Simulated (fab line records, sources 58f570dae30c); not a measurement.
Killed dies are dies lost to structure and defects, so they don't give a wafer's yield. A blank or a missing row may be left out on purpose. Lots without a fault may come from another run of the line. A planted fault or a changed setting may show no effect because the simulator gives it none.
One fault seen from 2 desks | flow berkeley_cmos170 | each desk has only its own numbers; what lay behind them comes last

THE TOOL OWNER'S DESK: lpcvd-01
The tool's own readings at UCB170_PWELL_CVD_05 (deposits Si3N4 from SiH2Cl2/NH3, target thk 220 nm, time 3300 s): means of the sampled wafers that have a number, for each lot that ran on this tool. A lot is out of limits, marked OUT, if its mean lies more than 4 standard deviations from the usual mean; the brackets give that distance.
Columns: A = spike_tc_centre_C at UCB170_PWELL_CVD_05, usual 802.3 C; B = spike_tc_load_C at UCB170_PWELL_CVD_05, usual 824.4 C; C = spike_tc_source_C at UCB170_PWELL_CVD_05, usual 823.1 C; D = susceptor_temp_C at UCB170_PWELL_CVD_05, usual 800.0 C; E = zone_power_load_pct at UCB170_PWELL_CVD_05, usual 18.4 %; F = zone_power_source_pct at UCB170_PWELL_CVD_05, usual 21.3 %
lot  | first seen here | A               | B               | C               | D                       | E               | F
L466 | day 3 11:28     | 802.6           | 825.3           | 822.7           | 800.4                   | 19.1            | 20.9
L467 | day 3 11:28     | 802.6           | 825.0           | 821.8           | 799.6                   | 19.1            | 20.8
L468 | day 3 11:28     | 802.0           | 825.1           | 820.9           | 800.3                   | 19.1            | 21.0
L470 | day 3 19:29     | 891.6 (+50) OUT | 915.5 (+48) OUT | 912.5 (+47) OUT | 889.0 (+99 or more) OUT | 24.0 (+6.5) OUT | 26.1 (+5.9) OUT
L469 | day 3 21:25     | 892.5 (+50) OUT | 916.2 (+48) OUT | 913.3 (+47) OUT | 889.5 (+99 or more) OUT | 24.4 (+6.9) OUT | 26.3 (+6.2) OUT
L481 | day 6 20:04     | 804.1           | 822.1           | 824.9           | 799.8                   | 18.4            | 22.6
L482 | day 6 20:04     | 803.9           | 821.2           | 826.2           | 799.9                   | 18.3            | 22.5
L485 | day 7 18:13     | 803.8           | 822.4           | 825.1           | 799.7                   | 18.3            | 22.6
L486 | day 7 18:13     | 802.9           | 824.6           | 821.3           | 799.6                   | 19.3            | 20.9
L487 | day 7 18:13     | 803.0           | 825.3           | 820.1           | 799.9                   | 19.4            | 20.9
This desk's finding: out of limits on L469, L470; first on L470, day 3 19:29 (spike_tc_centre_C at UCB170_PWELL_CVD_05). In limits: L466, L467, L468, L481, L482, L485, L486, L487.

THE METROLOGY DESK
What the gauges read, lot by lot, whatever tool the lot ran on: means of the sampled wafers that have a number. A lot is out of limits, marked OUT, if its mean lies more than 4 standard deviations from the usual mean; the brackets give that distance.
Columns: A = PWELL_NITRIDE_THK at UCB170_PWELL_THK_MEAS_06, usual 219.9 nm
lot  | first seen here | A
L464 | day 2 21:26     | 219.7
L465 | day 3 03:57     | 219.9
L466 | day 3 14:20     | 221.0
L468 | day 3 14:20     | 224.2
L467 | day 3 14:22     | 224.2
L470 | day 3 21:25     | 376.1 (+68) OUT
L469 | day 3 23:22     | 375.9 (+68) OUT
L480 | day 6 14:26     | 217.7
L482 | day 6 22:00     | 221.2
L481 | day 6 22:01     | 217.3
L484 | day 7 14:58     | 221.6
L485 | day 7 20:07     | 216.6
L486 | day 7 20:08     | 217.1
L487 | day 7 20:11     | 220.6
This desk's finding: out of limits on L469, L470; first on L470, day 3 21:25 (PWELL_NITRIDE_THK at UCB170_PWELL_THK_MEAS_06). In limits: L464, L465, L466, L468, L467, L480, L482, L481, L484, L485, L486, L487.

PUT TOGETHER
The tool owner's desk could have raised an alarm at day 3 19:29, on L469, L470.
The metrology desk could have raised an alarm at day 3 21:25, on L469, L470.
Of the lots named, all ran UCB170_PWELL_CVD_05 on lpcvd-01.

WHAT THE SIMULATOR HAD PUT IN
Process parameter drift: lpcvd-01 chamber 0, from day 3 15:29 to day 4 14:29, at UCB170_PWELL_CVD_05. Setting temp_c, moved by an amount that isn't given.
Lots struck among those shown: L469, L470.
Hours from the fault's start to each desk's first reading out of limits: the tool owner's desk, 4; the metrology desk, 6.
